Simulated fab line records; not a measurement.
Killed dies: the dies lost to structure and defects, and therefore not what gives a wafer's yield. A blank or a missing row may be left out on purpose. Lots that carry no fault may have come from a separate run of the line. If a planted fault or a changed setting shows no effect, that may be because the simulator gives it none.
Matching of chambers ; flow berkeley_cmos170 ; rie_diel-01 running UCB170_V2_ETCH_14: 4 sister chambers
The step etches SiO2 in CHF3/CF4/Ar, stops on Al, target depth 1250 nm, time 291 s. 14 wafers are shown with their chamber, then 7 later ones without.

== EACH WAFER AND ITS CHAMBER ==
wafer;chamber;throttle_valve_pct (%);drypump_motor_current_A (A);oes_product_au (a.u.)
L607.4;2;6.99;5.9;0.907
L607.5;3;6.97;5.7;0.893
L607.6;1;6.78;5.7;0.863
L608.2;3;6.98;5.7;0.886
L608.3;1;6.78;5.7;0.862
L608.5;2;6.97;5.9;0.902
L609.3;3;6.98;5.7;0.888
L609.4;2;6.97;5.9;0.904
L609.5;1;6.79;5.7;0.866
L612.1;2;6.98;5.9;0.898
L612.3;1;6.78;5.7;0.864
L612.5;3;6.98;5.8;0.886
L614.1;1;6.78;5.7;0.862
L614.4;0;6.73;5.2;0.888

SIGNATURES (means of the wafers above)
reading;chamber 0;chamber 1;chamber 2;chamber 3;scatter within a chamber
throttle_valve_pct;6.7300;6.7820;6.9775;6.9775;0.00656
drypump_motor_current_A;5.200;5.700;5.900;5.725;0.0274
oes_product_au;0.88800;0.86340;0.90275;0.88825;0.00294
Rule: for each reading, subtract the chamber's mean from the wafer's reading, divide by that reading's scatter and square the result; add these up over the readings and take the root, which gives the wafer's distance from the chamber. The wafer belongs to the nearest chamber; if the next one is less than 2 further off, it can't be placed. How the scatter is found: for the shown wafers, subtract from each reading the mean of its chamber, square and add these, divide the total by (wafers less chambers), then take the root.

== WAFERS WITH NO CHAMBER GIVEN ==
wafer;throttle_valve_pct (%);drypump_motor_current_A (A);oes_product_au (a.u.)
L614.6;6.97;5.7;0.888
L616.1;6.78;5.7;0.878
L616.3;6.97;5.9;0.899
L616.4;6.73;5.2;0.889
L626.1;6.73;5.2;0.890
L626.3;6.98;5.9;0.906
L626.6;6.97;5.9;0.906

== EACH ONE'S CHAMBER ==
wafer;from the rows above;in truth
L614.6;3;3
L616.1;1;1
L616.3;2;2
L616.4;0;0
L626.1;0;0
L626.3;2;2
L626.6;2;2
Placed correctly: 7 of 7. Left unplaced by these rows: 0. Wrongly placed: 0.
